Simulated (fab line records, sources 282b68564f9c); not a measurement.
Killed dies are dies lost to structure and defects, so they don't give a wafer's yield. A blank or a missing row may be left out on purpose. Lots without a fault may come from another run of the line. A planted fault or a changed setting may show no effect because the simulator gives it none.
Which tool did it? | flow rit_cmos | 14 lots, 42 wafers sampled, at 5 steps of a route of 202

WHAT THE GAUGES READ, wafer by wafer
RIT_ACTIVE_BOW_MEAS_00.
lot  | measured    | on            | INCOMING_BOW (um)
L321 | day 1 10:00 | film_metro-02 | -4 -10 2
L324 | day 2 01:00 | film_metro-02 | 1 -1 -5
L325 | day 2 06:01 | film_metro-03 | 0 7 -1
L327 | day 2 16:01 | film_metro-03 | -3 7 10
L334 | day 4 03:00 | film_metro-02 | 0 2 7
L335 | day 4 08:01 | film_metro-01 | -3 12 16
L336 | day 4 13:01 | film_metro-02 | -4 -2 2
L337 | day 4 18:01 | film_metro-03 | -6 1 5
L339 | day 5 04:02 | film_metro-03 | -7 2 2
L340 | day 5 09:00 | film_metro-02 | -9 1 -9
L341 | day 5 14:00 | film_metro-03 | 2 -1 -2
L342 | day 5 19:00 | film_metro-01 | -6 4 -11
L343 | day 6 00:00 | film_metro-03 | -11 -9 14
L344 | day 6 05:01 | film_metro-01 | 5 -5 1

RIT_PRETRO_TW_MEAS_10.
lot  | measured    | on            | PRETRO_TW
L321 | day 2 09:11 | film_metro-04 | 479 480 475
L324 | day 2 22:58 | film_metro-04 | 479 479 477
L325 | day 3 04:14 | film_metro-01 | 485 483 482
L327 | day 3 15:52 | film_metro-04 | 471 471 471
L334 | day 5 03:02 | film_metro-03 | 468 469 469
L335 | day 5 07:25 | film_metro-04 | 478 475 480
L336 | day 5 12:30 | film_metro-03 | 469 469 467
L337 | day 5 17:16 | film_metro-04 | 479 479 476
L339 | day 6 02:43 | film_metro-01 | 485 484 484
L340 | day 6 10:20 | film_metro-03 | 468 469 470
L341 | day 6 12:29 | film_metro-01 | 481 484 484
L342 | day 6 18:25 | film_metro-04 | 477 475 477
L343 | day 6 22:36 | film_metro-03 | 469 469 469
L344 | day 7 05:15 | film_metro-04 | 475 472 476

RIT_M1_OVL_MEAS_10.
lot  | measured    | on         | M1_OVL (nm)
L321 | day 3 12:58 | overlay-01 | 0.4 1.1 0.6
L324 | day 4 01:35 | overlay-02 | -0.9 -3.3 -3.5
L325 | day 4 07:35 | overlay-01 | 2.1 0.7 -0.5
L327 | day 4 16:34 | overlay-02 | -0.8 1.1 2.6
L334 | day 6 05:44 | overlay-02 | -1.5 -0.9 -2.5
L335 | day 6 07:27 | overlay-02 | -1.0 0.1 0.2
L336 | day 6 14:44 | overlay-02 | -0.5 1.7 0.6
L337 | day 6 16:49 | overlay-01 | 0.2 0.3 0.0
L339 | day 7 03:49 | overlay-01 | -1.4 0.1 0.1
L340 | day 7 10:22 | overlay-02 | 0.9 -0.8 1.4
L341 | day 7 12:10 | overlay-02 | -1.3 0.0 -2.6
L342 | day 7 19:20 | overlay-02 | -1.1 -4.6 -3.2
L343 | day 8 02:45 | overlay-01 | -2.3 -1.3 1.7
L344 | day 8 06:08 | overlay-01 | 0.7 0.5 0.4

RIT_M1_CD_MEAS_90: target cd 2600 nm.
lot  | measured    | on        | cd_nm (nm)
L321 | day 3 13:46 | cd_sem-02 | 2595.6 2599.0 2600.9
L324 | day 4 02:29 | cd_sem-01 | - - -
L325 | day 4 08:23 | cd_sem-01 | - - -
L327 | day 4 17:24 | cd_sem-02 | 2595.3 2594.1 2596.1
L334 | day 6 06:44 | cd_sem-02 | 2599.8 2597.6 2601.3
L335 | day 6 08:16 | cd_sem-02 | 2604.1 2604.6 2603.6
L336 | day 6 15:32 | cd_sem-02 | 2601.5 2598.8 2598.2
L337 | day 6 17:37 | cd_sem-02 | 2601.2 2597.1 2599.1
L339 | day 7 04:41 | cd_sem-02 | 2603.4 2601.4 2598.8
L340 | day 7 11:10 | cd_sem-01 | 2605.3 2601.1 2603.2
L341 | day 7 13:10 | cd_sem-02 | 2602.1 2601.2 2600.6
L342 | day 7 20:08 | cd_sem-02 | 2594.9 2595.4 2594.9
L343 | day 8 03:32 | cd_sem-01 | 2597.8 2600.9 2599.5
L344 | day 8 06:57 | cd_sem-02 | 2603.3 2606.0 2602.5

WHICH TOOL RAN EACH LOT (tool, then ch and the chambers of the sampled wafers, then the start)
lot  | RIT_M1_METAL_ETCH_12
L321 | rie_metal-04 ch 0,1, day 3 13:15
L324 | rie_metal-04 ch 0,1, day 4 01:58
L325 | rie_metal-03 ch 0,1, day 4 07:52
L327 | rie_metal-04 ch 0,1, day 4 16:51
L334 | rie_metal-03 ch 0,1, day 6 06:01
L335 | rie_metal-02 ch 1, day 6 07:44
L336 | rie_metal-04 ch 0,1, day 6 15:01
L337 | rie_metal-03 ch 0,1, day 6 17:05
L339 | rie_metal-03 ch 0,1, day 7 04:09
L340 | rie_metal-03 ch 0,1, day 7 10:39
L341 | rie_metal-02 ch 0,1, day 7 12:27
L342 | rie_metal-03 ch 0, day 7 19:37
L343 | rie_metal-02 ch 0,1, day 8 03:02
L344 | rie_metal-03 ch 1, day 8 06:25
- RIT_M1_METAL_ETCH_12: etches Al in Cl2/BCl3, stops on SiO2, time 165 s, target depth 600 nm.

WHAT THE TOOLS THEMSELVES READ (means of the sampled wafers that have a number; where no wafer has one, the mark that the record gives instead)
RIT_M1_METAL_ETCH_12.
lot  | tool         | bcl3_flow_sccm (sccm) | chamber_pressure_mTorr (mTorr) | drypump_motor_current_A (A) | oes_product_au (a.u.) | throttle_valve_pct (%)
L321 | rie_metal-04 | 50.06                 | 100.02                         | 5.55                        | 0.784                 | 8.22
L324 | rie_metal-04 | -                     | -                              | -                           | -                     | -
L325 | rie_metal-03 | -                     | -                              | -                           | -                     | -
L327 | rie_metal-04 | 50.07                 | 99.94                          | 5.55                        | 0.783                 | 8.22
L334 | rie_metal-03 | 50.09                 | 99.98                          | 5.91                        | 0.785                 | 8.40
L335 | rie_metal-02 | 50.19                 | 100.07                         | 5.18                        | 0.774                 | 8.46
L336 | rie_metal-04 | 49.94                 | 100.01                         | 5.70                        | 0.789                 | 8.26
L337 | rie_metal-03 | 50.10                 | 100.06                         | 5.93                        | 0.797                 | 8.40
L339 | rie_metal-03 | 50.07                 | 100.06                         | 5.93                        | 0.792                 | 8.40
L340 | rie_metal-03 | 50.06                 | 100.00                         | 5.96                        | 0.787                 | 8.36
L341 | rie_metal-02 | 49.96                 | 99.92                          | 5.58                        | 0.772                 | 8.22
L342 | rie_metal-03 | 50.01                 | 99.98                          | 5.98                        | 0.793                 | 8.33
L343 | rie_metal-02 | 50.06                 | 100.02                         | 5.58                        | 0.779                 | 8.22
L344 | rie_metal-03 | 50.05                 | 100.13                         | 5.92                        | 0.789                 | 8.44

THE ANSWER, worked out from the rows above alone
Rule: what is usual is taken from the lots themselves. Put in order of their means at a reading, lots are off if they are a third of the lots or fewer, leave a main group of 4 or more, and stand apart from it by a gap of 3 or more times the standard deviation of the main group's means; of several such gaps the widest counts. A main group whose means are all the same, to the digits that the tables above print for the reading, isn't used. A lot without any number at a reading at which 4 lots or more have one is off too. The other lots that the step has rows for count as sound. The gauges are gone through in route order, then the tools' own readings, and for those a lot's mean is taken as printed above. The first step at which some lot is off is used, and at that step the reading that is off furthest; a lot without a number counts as furthest.
Off: L324, L325, at RIT_M1_CD_MEAS_90 (cd_nm). Without a number there: L324, L325. The main group: mean 2600.0 nm, standard deviation 2.8.
A tool fits if, at a process step before that reading, it ran every lot that is off, and no sound lot after the first of them. The gauges at RIT_M1_CD_MEAS_90 aren't tried: what is off there is off at RIT_M1_METAL_ETCH_12 too, on other tools, and a gauge's error can't cause that. None of those tried fits.

WHAT THE SIMULATOR HAD PUT IN
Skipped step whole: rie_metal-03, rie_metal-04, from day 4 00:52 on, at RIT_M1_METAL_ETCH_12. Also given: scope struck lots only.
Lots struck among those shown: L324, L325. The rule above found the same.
